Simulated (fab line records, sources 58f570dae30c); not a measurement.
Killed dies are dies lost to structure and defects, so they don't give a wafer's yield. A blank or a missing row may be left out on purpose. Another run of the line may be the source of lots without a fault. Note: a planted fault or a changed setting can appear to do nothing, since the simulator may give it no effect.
Matching of chambers ; flow berkeley-cmos170 ; UCB170_V1_CMP_02 on cmp-02: 4 sister chambers
The step polishes SiO2. 8 wafers are shown with their chamber, then 10 later ones without.

EACH WAFER AND ITS CHAMBER
wafer;chamber;motor-current-A (A);head-pressure-psi (psi)
L798.4;1;18.3;5.987
L797.2;1;18.6;6.001
L797.3;2;15.0;6.012
L797.4;3;15.5;6.000
L800.5;0;14.8;5.990
L800.6;3;15.6;6.000
L803.2;2;15.3;6.005
L803.4;0;15.9;5.979

WAFERS WITHOUT THEIR CHAMBER
wafer;motor-current-A (A);head-pressure-psi (psi)
L803.5;15.9;5.995
L804.3;15.9;6.010
L804.5;17.1;5.999
L804.6;15.3;6.033
L812.2;15.5;6.017
L812.4;18.5;6.007
L812.6;18.3;6.017
L815.2;15.6;5.998
L815.5;15.1;5.972
L815.6;14.9;6.010

EACH ONE'S CHAMBER
wafer;from the rows above;in truth
L803.5;can't be placed: 3 or 0 or 2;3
L804.3;can't be placed: 3 or 2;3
L804.5;can't be placed: 1 or 3 or 0 or 2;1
L804.6;can't be placed: 2 or 3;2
L812.2;can't be placed: 2 or 3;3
L812.4;1;1
L812.6;1;1
L815.2;can't be placed: 3 or 2 or 0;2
L815.5;0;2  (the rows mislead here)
L815.6;can't be placed: 2 or 3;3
Correctly placed: 2 of 10. Unplaceable from these rows: 7, with the true chamber sitting among the candidates in 7. Placed wrongly: 1.
How it was worked out, from the rows above alone: a wafer's distance from a chamber is the root of the sum, over the readings, of the square of ((its reading less the chamber's mean) divided by the reading's scatter). The wafer belongs to the nearest chamber; if the next one is less than 2 further off, it can't be placed. A chamber's mean is the mean of its shown wafers. How the scatter is found: for the shown wafers, subtract from each reading the mean of its chamber, square and add these, divide the total by (wafers less chambers), then take the root.
